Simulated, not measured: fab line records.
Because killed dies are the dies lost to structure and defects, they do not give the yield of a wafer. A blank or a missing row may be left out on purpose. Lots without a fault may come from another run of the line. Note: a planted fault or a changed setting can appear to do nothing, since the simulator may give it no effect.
Split-lot experiment -- flow berkeley cmos170 -- 23 wafers read from 5 lots, route of 331 steps

SPLIT DETAILS
At UCB170_M1_SPUTTER_00 (material Al, target thk 600 nm, time 80 s), the setting chamber pressure pa was moved away from the recipe's 0.5 Pa on 20 of the 23 wafers read, by -7.1% to +12.0%. All remaining wafers had this setting at the recipe value.

Reading taken at the split's own step.

THE READING
Al_of_M1_SPUTTER_00.thk nm (the simulator's own value, which no gauge read), in nm, at UCB170_M1_SPUTTER_00 (material Al, target thk 600 nm, time 80 s). There is no usual value for it anywhere in the file. Average 594.4 nm, standard deviation 2.4 nm, over the 3 wafers here run with the recipe.

wafer,"tool, chamber at the split","chamber pressure pa as run, Pa",against the recipe,"Al_of_M1_SPUTTER_00.thk nm, nm",against lot-mates on the recipe
L074.1,"pvd sputter-02, -",0.5,recipe,597.6,-
L074.5,"pvd sputter-02, -",0.5,recipe,591.9,-
L074.6,"pvd sputter-02, -",0.5,recipe,593.6,-
L079.1,"pvd sputter-03, -",0.5216,+4.3%,592,no lot-mate on the recipe
L079.3,"pvd sputter-03, -",0.5216,+4.3%,594,no lot-mate on the recipe
L079.4,"pvd sputter-03, -",0.5216,+4.3%,606.5,no lot-mate on the recipe
L079.5,"pvd sputter-03, -",0.5216,+4.3%,596.6,no lot-mate on the recipe
L079.6,"pvd sputter-03, -",0.5216,+4.3%,596.4,no lot-mate on the recipe
L076.1,"pvd sputter-01, -",0.4646,-7.1%,608.5,no lot-mate on the recipe
L076.2,"pvd sputter-01, -",0.4646,-7.1%,614.4,no lot-mate on the recipe
L076.3,"pvd sputter-01, -",0.4646,-7.1%,616.3,no lot-mate on the recipe
L076.4,"pvd sputter-01, -",0.4646,-7.1%,622,no lot-mate on the recipe
L076.6,"pvd sputter-01, -",0.4646,-7.1%,618.8,no lot-mate on the recipe
L078.1,"pvd sputter-03, -",0.5315,+6.3%,604.1,no lot-mate on the recipe
L078.2,"pvd sputter-03, -",0.5315,+6.3%,590.7,no lot-mate on the recipe
L078.3,"pvd sputter-03, -",0.5315,+6.3%,584.3,no lot-mate on the recipe
L078.4,"pvd sputter-03, -",0.5315,+6.3%,594.2,no lot-mate on the recipe
L078.5,"pvd sputter-03, -",0.5315,+6.3%,589.1,no lot-mate on the recipe
L077.1,"pvd sputter-02, -",0.5598,+12.0%,572.4,no lot-mate on the recipe
L077.2,"pvd sputter-02, -",0.5598,+12.0%,575.2,no lot-mate on the recipe
L077.3,"pvd sputter-02, -",0.5598,+12.0%,578.3,no lot-mate on the recipe
L077.4,"pvd sputter-02, -",0.5598,+12.0%,576.9,no lot-mate on the recipe
L077.6,"pvd sputter-02, -",0.5598,+12.0%,573.1,no lot-mate on the recipe

FIT RESULTS
A straight line over all 23 wafers: Al_of_M1_SPUTTER_00.thk nm changes by -1.98 nm for each +1% of chamber pressure pa; r = -0.91; the points scatter about the line by 6.3 nm.
Too few moved wafers with a lot-mate on the recipe to fit a line net of each lot's own level.

THE FILE'S OWN FIT
Al_of_M1_SPUTTER_00.thk nm changes by -1.97 nm for each +1% of chamber pressure pa, r = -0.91.
